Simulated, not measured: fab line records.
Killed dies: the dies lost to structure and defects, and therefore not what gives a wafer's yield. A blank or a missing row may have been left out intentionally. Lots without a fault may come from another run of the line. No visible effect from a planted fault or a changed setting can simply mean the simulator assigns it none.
Chamber matching | flow berkeley_cmos170 | UCB170_CONTACT_ETCH_17 on rie_diel-01: 4 sister chambers
The step etches BARC in N2/H2. 14 wafers are shown with their chamber, then 7 later ones without.

WAFERS PAIRED WITH THEIR CHAMBERS
wafer  | chamber | drypump_motor_current_A (A) | throttle_valve_pct (%) | oes_product_au (a.u.)
L151.3 | 1       | 6.0                         | 13.57                  | 0.986
L151.5 | 3       | 6.2                         | 13.09                  | 0.999
L151.6 | 2       | 5.5                         | 13.35                  | 0.986
L155.1 | 2       | 5.4                         | 13.37                  | 0.995
L155.5 | 0       | 6.4                         | 13.26                  | 0.985
L155.6 | 3       | 6.2                         | 13.10                  | 1.005
L157.4 | 3       | 6.2                         | 13.10                  | 1.002
L157.5 | 1       | 6.1                         | 13.54                  | 1.014
L157.6 | 0       | 6.4                         | 13.26                  | 0.988
L167.2 | 0       | 6.4                         | 13.25                  | 0.993
L167.3 | 2       | 5.4                         | 13.30                  | 0.976
L167.6 | 2       | 5.4                         | 13.31                  | 0.984
L168.2 | 3       | 6.2                         | 13.10                  | 0.999
L168.3 | 2       | 5.4                         | 13.32                  | 0.970

SIGNATURES (means of the wafers above)
reading                 | chamber 0 | chamber 1 | chamber 2 | chamber 3 | scatter within a chamber
drypump_motor_current_A | 6.400     | 6.050     | 5.420     | 6.200     | 0.0361
throttle_valve_pct      | 13.2567   | 13.5550   | 13.3300   | 13.0975   | 0.02
oes_product_au          | 0.98867   | 1.00000   | 0.98220   | 1.00125   | 0.00905
Rule: a wafer's distance from a chamber is the root of the sum, over the readings, of the square of ((its reading less the chamber's mean) divided by the reading's scatter). The wafer belongs to the nearest chamber; if the next one is less than 2 further off, it can't be placed. How the scatter is found: for the shown wafers, subtract from each reading the mean of its chamber, square and add these, divide the total by (wafers less chambers), then take the root.

WAFERS MISSING THEIR CHAMBER
wafer  | drypump_motor_current_A (A) | throttle_valve_pct (%) | oes_product_au (a.u.)
L168.4 | 6.4                         | 13.25                  | 1.000
L165.1 | 5.4                         | 13.31                  | 0.985
L165.3 | 6.0                         | 13.54                  | 1.011
L165.4 | 6.2                         | 13.10                  | 0.998
L170.2 | 6.2                         | 13.10                  | 1.008
L170.4 | 5.4                         | 13.31                  | 0.980
L170.5 | 5.4                         | 13.31                  | 0.975

WHICH CHAMBER EACH ONE RAN IN
wafer  | from the rows above | in truth
L168.4 | 0                   | 0
L165.1 | 2                   | 2
L165.3 | 1                   | 1
L165.4 | 3                   | 3
L170.2 | 3                   | 3
L170.4 | 2                   | 2
L170.5 | 2                   | 2
Placed correctly: 7 of 7. Can't be placed from these rows: 0. 0 placed wrongly.
